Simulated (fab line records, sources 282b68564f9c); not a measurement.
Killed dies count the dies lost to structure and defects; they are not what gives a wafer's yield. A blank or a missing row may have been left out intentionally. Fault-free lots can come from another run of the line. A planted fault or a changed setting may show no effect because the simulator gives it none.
Chamber matching || flow ritCmos || rieSi-01 running RIT_GATE_ETCH_19: 4 sister chambers
The step etches poly-Si in SF6/CHF3/O2, stops on SiO2, time 165 s, target depth 312.5 nm. 4 wafers are shown with their chamber, then 7 later ones without.

## EACH WAFER AND ITS CHAMBER
{"wafer": "L601.4", "chamber": 2, "drypumpMotorCurrentA (A)": 5.75}
{"wafer": "L601.6", "chamber": 0, "drypumpMotorCurrentA (A)": 5.87}
{"wafer": "L605.1", "chamber": 1, "drypumpMotorCurrentA (A)": 5.59}
{"wafer": "L605.2", "chamber": 3, "drypumpMotorCurrentA (A)": 5.28}

## WAFERS WITHOUT THEIR CHAMBER
{"wafer": "L605.3", "drypumpMotorCurrentA (A)": 5.89}
{"wafer": "L616.1", "drypumpMotorCurrentA (A)": 5.26}
{"wafer": "L616.3", "drypumpMotorCurrentA (A)": 5.59}
{"wafer": "L616.4", "drypumpMotorCurrentA (A)": 5.77}
{"wafer": "L615.1", "drypumpMotorCurrentA (A)": 5.77}
{"wafer": "L615.2", "drypumpMotorCurrentA (A)": 5.58}
{"wafer": "L615.3", "drypumpMotorCurrentA (A)": 5.30}

## CHAMBER TAKEN BY EACH
{"wafer": "L605.3", "from the rows above": 0, "in truth": 0}
{"wafer": "L616.1", "from the rows above": 3, "in truth": 3}
{"wafer": "L616.3", "from the rows above": 1, "in truth": 1}
{"wafer": "L616.4", "from the rows above": 2, "in truth": 2}
{"wafer": "L615.1", "from the rows above": 2, "in truth": 2}
{"wafer": "L615.2", "from the rows above": 1, "in truth": 1}
{"wafer": "L615.3", "from the rows above": 3, "in truth": 3}
Correctly placed: 7 of 7. Can't be placed from these rows: 0. Wrongly placed: 0.
How it was worked out, from the rows above alone: a wafer's distance from a chamber is the root of the sum, over the readings, of the square of ((its reading less the chamber's mean) divided by the reading's scatter). If the next closest chamber is less than 2 further off than the closest, the wafer can't be placed; otherwise it belongs to the closest. A chamber's mean is the mean of its shown wafers. The scatter: with one shown wafer a chamber, the root of the mean of the squares of how far each hidden wafer lies from its nearest shown one.
